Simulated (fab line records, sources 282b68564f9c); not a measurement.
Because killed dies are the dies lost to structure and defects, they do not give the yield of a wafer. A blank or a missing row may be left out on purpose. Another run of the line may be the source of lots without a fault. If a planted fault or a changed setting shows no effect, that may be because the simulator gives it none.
Comparing a struck lot with a sound one | flow rit cmos | 17 steps out of a route of 202
Sound: wafers L305.1, L305.5, L305.6. Wafers L321.1, L321.2, L321.3 were the ones struck. The cause comes at the end.
For every step that has rows: the tool of each side, followed by ch and its chambers, followed by its first start. Under that, the readings that differ: sound wafers | struck wafers | difference of the means | sigmas: that difference in standard deviations of wafers without a fault.
alike: words and numbers the same on both sides, and readings whose means are apart by under 2 such deviations; not compared: readings that were withheld, readings missing a value for some wafer, numbers with overlapping values and no deviation given by the record, and bounds like >300 which may hide the same value.
The two part at a step that has a row with sigmas, a row that says differs or no value, or rows on one side only. Numbers that have no deviation but don't overlap get no sigmas and don't part them. A reading missing from all wafers of one side parts the sides only when that side holds two or more wafers.

first, 4 steps without rows for these wafers: RIT_NLDD_SOFTBAKE_02 (time 60 s); RIT_NLDD_EXPOSE_03 (exposes mask M7, target cd 40700 nm); RIT_NLDD_PEB_04; RIT_NLDD_DEVELOP_05 (develop time 50 s).
RIT_NLDD_OVL_MEAS_06:
  sound on overlay-02 at day 3 17:07; struck on overlay-01 at day 6 16:19
  alike: NLDD_OVL
then, 2 steps without rows for these wafers: RIT_NLDD_HARDBAKE_07 (time 60 s); RIT_NLDD_IMPLANT_08.
RIT_NLDD_STRIP_09: strips in O2, time 180 s.
  sound on plasma asher-02 ch 0,1, day 3 17:28; struck on plasma asher-02 ch 0,1, day 6 16:40
  alike: chamber pressure mTorr, drypump motor current A
  not compared: rf hours counter h
RIT_NLDD_TW_MEAS_10:
  sound on film metro-03 at day 3 17:38; struck on film metro-02 at day 6 16:50
  reading | sound          | struck         | difference | sigmas
  NLDD_TW | 2477 2481 2469 | 2556 2533 2551 | +71        | +2
then, 3 steps without rows for these wafers: RIT_PLDD_HMDS_00 (prime time 60 s); RIT_PLDD_COAT_01 (resist thk 1000 nm); RIT_PLDD_SOFTBAKE_02 (time 60 s).
RIT_PLDD_EXPOSE_03: exposes mask M8, target cd 40900 nm.
  sound on iline stepper-02 ch 0, day 3 18:25; struck on iline stepper-02 ch 0, day 6 17:28
  reading                      | sound                   | struck         | difference | sigmas
  model.PLDD.overlay x nm (nm) | -0.2244 -0.2244 -0.2244 | 3183 3183 3183 | +3183      |
  alike: mask
then, 2 steps without rows for these wafers: RIT_PLDD_PEB_04; RIT_PLDD_DEVELOP_05 (develop time 50 s).
RIT_PLDD_OVL_MEAS_06:
  sound on overlay-02 at day 3 18:49; struck on overlay-01 at day 6 18:04
  reading       | sound        | struck               | difference | sigmas
  PLDD_OVL (nm) | -1.4 0.6 0.6 | 3181.5 3181.5 3182.0 | +3181.7    | +99 or more
  not compared: hold
RIT_M1_PROBE_99:
  rows exist in the record for the sound wafers here (prober-02, day 4 09:27), none for the struck ones

## WHERE THEY PART
First at RIT_NLDD_TW_MEAS_10; last, within this record, at RIT_M1_PROBE_99.

WHY: what had been put in by the simulator
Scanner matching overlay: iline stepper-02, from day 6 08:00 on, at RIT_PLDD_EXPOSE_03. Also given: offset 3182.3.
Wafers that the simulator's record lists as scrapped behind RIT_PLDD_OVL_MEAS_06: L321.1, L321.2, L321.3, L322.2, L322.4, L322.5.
